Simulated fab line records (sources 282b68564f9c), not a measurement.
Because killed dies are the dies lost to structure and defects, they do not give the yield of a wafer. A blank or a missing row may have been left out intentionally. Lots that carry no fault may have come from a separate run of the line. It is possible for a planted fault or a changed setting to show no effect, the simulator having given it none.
Lot-split experiment / flow rit-cmos / route with 202 steps; 5 lots, 23 wafers read

## THE SPLIT
At RIT_M1_COAT_04 (resist thk 1300 nm), the setting resist-thk-nm was moved away from the recipe's 1300 nm on 11 of the 23 wafers read, by -5.6% to +3.5%. This setting was run at the recipe's value on the other wafers.

Reading taken at the split's own step.

## THE READING
NOVOLAK_of_M1_COAT_04.thk-nm (the simulator's own value, which no gauge read), in nm, at RIT_M1_COAT_04 (resist thk 1300 nm). There is no usual value for it anywhere in the file. Across the 12 wafers here that went through the recipe, the average is 1299 nm and the standard deviation 4.4 nm.

wafer=L074.1; tool, chamber at the split=litho-track-01, 0; resist-thk-nm as run, nm=1300; against the recipe=recipe; NOVOLAK_of_M1_COAT_04.thk-nm, nm=1296; against lot-mates on the recipe=-
wafer=L074.2; tool, chamber at the split=litho-track-01, 0; resist-thk-nm as run, nm=1244; against the recipe=-4.3%; NOVOLAK_of_M1_COAT_04.thk-nm, nm=1239; against lot-mates on the recipe=-58
wafer=L074.4; tool, chamber at the split=litho-track-01, 0; resist-thk-nm as run, nm=1244; against the recipe=-4.3%; NOVOLAK_of_M1_COAT_04.thk-nm, nm=1244; against lot-mates on the recipe=-53
wafer=L074.5; tool, chamber at the split=litho-track-01, 0; resist-thk-nm as run, nm=1300; against the recipe=recipe; NOVOLAK_of_M1_COAT_04.thk-nm, nm=1297; against lot-mates on the recipe=-
wafer=L074.6; tool, chamber at the split=litho-track-01, 0; resist-thk-nm as run, nm=1300; against the recipe=recipe; NOVOLAK_of_M1_COAT_04.thk-nm, nm=1298; against lot-mates on the recipe=-
wafer=L076.1; tool, chamber at the split=litho-track-02, 0; resist-thk-nm as run, nm=1346; against the recipe=+3.5%; NOVOLAK_of_M1_COAT_04.thk-nm, nm=1347; against lot-mates on the recipe=+47
wafer=L076.2; tool, chamber at the split=litho-track-02, 0; resist-thk-nm as run, nm=1346; against the recipe=+3.5%; NOVOLAK_of_M1_COAT_04.thk-nm, nm=1352; against lot-mates on the recipe=+52
wafer=L076.3; tool, chamber at the split=litho-track-02, 0; resist-thk-nm as run, nm=1300; against the recipe=recipe; NOVOLAK_of_M1_COAT_04.thk-nm, nm=1298; against lot-mates on the recipe=-
wafer=L076.5; tool, chamber at the split=litho-track-02, 0; resist-thk-nm as run, nm=1300; against the recipe=recipe; NOVOLAK_of_M1_COAT_04.thk-nm, nm=1302; against lot-mates on the recipe=-
wafer=L076.6; tool, chamber at the split=litho-track-02, 0; resist-thk-nm as run, nm=1346; against the recipe=+3.5%; NOVOLAK_of_M1_COAT_04.thk-nm, nm=1345; against lot-mates on the recipe=+45
wafer=L077.3; tool, chamber at the split=litho-track-02, 0; resist-thk-nm as run, nm=1300; against the recipe=recipe; NOVOLAK_of_M1_COAT_04.thk-nm, nm=1294; against lot-mates on the recipe=-
wafer=L077.4; tool, chamber at the split=litho-track-02, 0; resist-thk-nm as run, nm=1300; against the recipe=recipe; NOVOLAK_of_M1_COAT_04.thk-nm, nm=1295; against lot-mates on the recipe=-
wafer=L077.5; tool, chamber at the split=litho-track-02, 0; resist-thk-nm as run, nm=1300; against the recipe=recipe; NOVOLAK_of_M1_COAT_04.thk-nm, nm=1292; against lot-mates on the recipe=-
wafer=L079.1; tool, chamber at the split=litho-track-01, 0; resist-thk-nm as run, nm=1227; against the recipe=-5.6%; NOVOLAK_of_M1_COAT_04.thk-nm, nm=1232; against lot-mates on the recipe=-74
wafer=L079.2; tool, chamber at the split=litho-track-01, 0; resist-thk-nm as run, nm=1227; against the recipe=-5.6%; NOVOLAK_of_M1_COAT_04.thk-nm, nm=1231; against lot-mates on the recipe=-75
wafer=L079.3; tool, chamber at the split=litho-track-01, 0; resist-thk-nm as run, nm=1227; against the recipe=-5.6%; NOVOLAK_of_M1_COAT_04.thk-nm, nm=1235; against lot-mates on the recipe=-71
wafer=L079.5; tool, chamber at the split=litho-track-01, 0; resist-thk-nm as run, nm=1300; against the recipe=recipe; NOVOLAK_of_M1_COAT_04.thk-nm, nm=1306; against lot-mates on the recipe=-
wafer=L079.6; tool, chamber at the split=litho-track-01, 0; resist-thk-nm as run, nm=1300; against the recipe=recipe; NOVOLAK_of_M1_COAT_04.thk-nm, nm=1306; against lot-mates on the recipe=-
wafer=L084.1; tool, chamber at the split=litho-track-02, 0; resist-thk-nm as run, nm=1342; against the recipe=+3.2%; NOVOLAK_of_M1_COAT_04.thk-nm, nm=1345; against lot-mates on the recipe=+44
wafer=L084.2; tool, chamber at the split=litho-track-02, 0; resist-thk-nm as run, nm=1342; against the recipe=+3.2%; NOVOLAK_of_M1_COAT_04.thk-nm, nm=1342; against lot-mates on the recipe=+42
wafer=L084.4; tool, chamber at the split=litho-track-02, 0; resist-thk-nm as run, nm=1300; against the recipe=recipe; NOVOLAK_of_M1_COAT_04.thk-nm, nm=1303; against lot-mates on the recipe=-
wafer=L084.5; tool, chamber at the split=litho-track-02, 0; resist-thk-nm as run, nm=1300; against the recipe=recipe; NOVOLAK_of_M1_COAT_04.thk-nm, nm=1298; against lot-mates on the recipe=-
wafer=L084.6; tool, chamber at the split=litho-track-02, 0; resist-thk-nm as run, nm=1342; against the recipe=+3.2%; NOVOLAK_of_M1_COAT_04.thk-nm, nm=1343; against lot-mates on the recipe=+42

THE FIT
A straight line over all 23 wafers: NOVOLAK_of_M1_COAT_04.thk-nm changes by +12.8 nm for each +1% of resist-thk-nm; r = +0.99; the points scatter about the line by 4.4 nm.
The same after taking each lot's own level away (the mean of its wafers on the recipe; 23 wafers): +13.2 nm for each +1%; r = +1.00; scatter 2 nm.
According to that fit, moving resist-thk-nm by its largest amount changes the reading by 74 nm.
Across the lots, their own levels run from 1293.7 to 1306.0 nm, a range of 2.8 times the standard deviation given above.
The two slopes are in agreement: the lot-to-lot level therefore moves the slope only a little.
Check: -73.4 nm against its lot-mates is what the line predicts for one of the wafers moved furthest among these (-5.6%) when that wafer is left out of the fit. It came out at -74 nm against them.

## FURTHER SPLITS ON THESE WAFERS
Other splits were also applied to these wafers ahead of the reading. Each is held against what the fit with the lots' levels taken away leaves over:
other split on the same wafers=RIT_SILICIDE_SPUTTER_01 power-w; wafers away from the commonest value=7; r with NOVOLAK_of_M1_COAT_04.thk-nm (lot level and that fit taken away)=-0.19

## THE FILE'S OWN FIT
NOVOLAK_of_M1_COAT_04.thk-nm changes by +13.1 nm for each +1% of resist-thk-nm, r = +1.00.
